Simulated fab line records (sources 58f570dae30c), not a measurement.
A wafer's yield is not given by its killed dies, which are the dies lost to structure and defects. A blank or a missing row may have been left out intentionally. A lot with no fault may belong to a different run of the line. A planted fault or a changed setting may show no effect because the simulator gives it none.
Which tool is to blame? | flow berkeley cmos170 | 15 lots, 45 wafers sampled, at 5 steps of a route of 331

== WHAT EACH GAUGE READ, for each wafer ==
UCB170_NWELL_OVL_MEAS_12.
lot  | measured    | on         | NWELL_OVL (nm)
L226 | day 2 08:09 | overlay-01 | 0 4 1
L227 | day 2 13:05 | overlay-02 | 7 3 9
L229 | day 2 23:44 | overlay-02 | -1 9 13
L228 | day 2 23:48 | overlay-02 | 1 -1 -4
L230 | day 3 08:19 | overlay-01 | 2 7 -3
L231 | day 3 17:38 | overlay-01 | 378 382 378
L235 | day 4 04:47 | overlay-02 | 378 375 370
L236 | day 4 16:36 | overlay-01 | 378 386 385
L239 | day 5 07:37 | overlay-02 | 384 385 391
L240 | day 5 08:16 | overlay-02 | -1 0 5
L243 | day 5 23:29 | overlay-01 | 6 10 13
L242 | day 5 23:33 | overlay-02 | 6 10 13
L244 | day 6 07:12 | overlay-02 | -1 1 -3
L245 | day 6 16:37 | overlay-02 | 7 0 4
L248 | day 6 23:48 | overlay-02 | 7 10 11

UCB170_ACTIVE_CD_MEAS_90: the cd target is 1200 nm.
lot  | measured    | on        | cd nm (nm)
L226 | day 4 18:37 | cd sem-01 | 1200.7 1199.6 1200.7
L227 | day 4 18:44 | cd sem-01 | 1200.4 1198.8 1199.6
L229 | day 5 08:57 | cd sem-02 | 1198.7 1198.3 1197.0
L228 | day 5 13:34 | cd sem-01 | 1199.1 1199.0 1196.9
L230 | day 5 21:37 | cd sem-01 | 1199.5 1200.5 1201.2
L231 | day 5 21:08 | cd sem-01 | 1199.5 1199.1 1199.6
L235 | day 6 13:14 | cd sem-02 | 1201.9 1200.9 1201.9
L236 | day 6 21:53 | cd sem-02 | 1198.9 1198.4 1198.6
L239 | day 7 16:32 | cd sem-01 | 1201.1 1200.8 1200.5
L240 | day 7 16:18 | cd sem-01 | 1200.3 1199.2 1198.5
L243 | day 8 09:27 | cd sem-01 | 1200.7 1199.8 1199.0
L242 | day 8 09:40 | cd sem-02 | 1197.7 1196.8 1198.6
L244 | day 8 10:20 | cd sem-02 | 1200.2 1199.3 1198.3
L245 | day 9 03:37 | cd sem-01 | 1202.9 1203.4 1203.8
L248 | day 9 11:04 | cd sem-02 | 1199.7 1200.4 1200.5

UCB170_FIELD_THK_MEAS_90.
lot  | measured     | on            | FIELD_OXIDE_LEFT_1_THK (nm)
L226 | day 5 12:49  | film metro-02 | 438 444 437
L227 | day 5 12:49  | film metro-01 | 440 439 434
L229 | day 6 02:14  | film metro-02 | 418 410 419
L228 | day 6 07:50  | film metro-04 | 441 443 450
L230 | day 6 15:58  | film metro-04 | 446 442 441
L231 | day 6 15:58  | film metro-01 | 428 435 431
L235 | day 7 08:18  | film metro-04 | 433 440 440
L236 | day 7 19:34  | film metro-01 | 437 444 444
L239 | day 8 13:59  | film metro-01 | 437 429 437
L240 | day 8 13:59  | film metro-04 | 433 427 418
L243 | day 9 06:14  | film metro-02 | 438 431 430
L242 | day 9 06:13  | film metro-04 | 428 412 425
L244 | day 9 06:14  | film metro-01 | 429 438 433
L245 | day 9 20:44  | film metro-04 | 428 437 426
L248 | day 10 07:41 | film metro-01 | 432 432 438

UCB170_SCREENOX_THK_MEAS_02.
lot  | measured     | on            | SCREENOX_OXIDE_THK (nm)
L226 | day 6 01:39  | film metro-02 | 14.25 14.40 14.27
L227 | day 6 01:41  | film metro-02 | 13.98 14.14 14.08
L229 | day 6 14:09  | film metro-03 | 13.55 13.94 13.90
L228 | day 6 14:08  | film metro-02 | 13.65 13.88 13.77
L230 | day 7 04:41  | film metro-02 | 13.69 13.82 14.01
L231 | day 7 04:43  | film metro-01 | 14.05 14.08 13.94
L235 | day 8 00:41  | film metro-02 | 13.63 13.56 13.51
L236 | day 8 08:05  | film metro-03 | 13.58 13.62 13.52
L239 | day 9 03:14  | film metro-02 | 14.38 14.12 14.57
L240 | day 9 03:14  | film metro-03 | 14.10 13.80 13.89
L243 | day 9 19:44  | film metro-03 | 13.89 13.77 13.61
L242 | day 9 19:44  | film metro-01 | 14.10 14.11 13.96
L244 | day 9 19:43  | film metro-02 | 13.70 14.01 13.94
L245 | day 10 11:14 | film metro-02 | 13.76 13.90 13.57
L248 | day 10 22:01 | film metro-01 | 13.86 14.15 14.09

== TOOL THAT RAN EACH LOT (tool first, then ch and the chambers of the sampled wafers, then the start) ==
lot  | UCB170_NWELL_EXPOSE_09
L226 | krf scanner-02 ch 0, day 2 07:18
L227 | krf scanner-01 ch 0, day 2 12:41
L229 | krf scanner-01 ch 0, day 2 22:52
L228 | krf scanner-02 ch 0, day 2 23:04
L230 | krf scanner-01 ch 0, day 3 07:55
L231 | krf scanner-01 ch 0, day 3 17:14
L235 | krf scanner-01 ch 0, day 4 04:05
L236 | krf scanner-01 ch 0, day 4 16:15
L239 | krf scanner-01 ch 0, day 5 07:12
L240 | krf scanner-02 ch 0, day 5 07:26
L243 | krf scanner-02 ch 0, day 5 22:43
L242 | krf scanner-02 ch 0, day 5 22:48
L244 | krf scanner-02 ch 0, day 6 06:49
L245 | krf scanner-02 ch 0, day 6 16:14
L248 | krf scanner-02 ch 0, day 6 23:25
- UCB170_NWELL_EXPOSE_09: exposes mask NWELL, target cd 3000 nm.

== WHAT THE TOOLS THEMSELVES READ (means of the sampled wafers that have a number; where no wafer has one, the mark that the record gives instead) ==
The record holds no such reading with a usual standard deviation.

== THE ANSWER, worked out from the rows above alone ==
Rule: what is usual is taken from the lots themselves. Put in order of their means at a reading, lots are off if they are a third of the lots or fewer, leave a main group of 4 or more, and stand apart from it by a gap of 3 or more times the standard deviation of the main group's means; of several such gaps the widest counts. The tables above print the reading to a certain number of digits; a main group whose means all agree to those digits is not used. Also off: a lot with no number at a reading for which 4 or more lots have one. The other lots that the step has rows for count as sound. The gauges are gone through in route order, then the tools' own readings, and for those a lot's mean is taken as printed above. The first step at which some lot is off is used, and at that step the reading that is off furthest; a lot without a number counts as furthest.
Off: at UCB170_NWELL_OVL_MEAS_12 (NWELL_OVL), L231, L235, L236, L239. The main group has a mean of 4 nm with a standard deviation of 4.
A tool fits if, at a process step before that reading, it ran every lot that is off, and no sound lot after the first of them. Gauges at UCB170_NWELL_OVL_MEAS_12: tried the same way as those tools. One fits: UCB170_NWELL_EXPOSE_09 on krf scanner-01. A fault onset in the window from L230 (day 3 07:55, its last sound lot) to L231 (day 3 17:14, its first lot off) fits.

== WHAT THE SIMULATOR HAD INSERTED ==
Scanner matching overlay: krf scanner-01, from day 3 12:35 on, at UCB170_NWELL_EXPOSE_09. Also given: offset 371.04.
Shown lots that were struck: L231, L235, L236, L239. This agrees with what the rule above found.
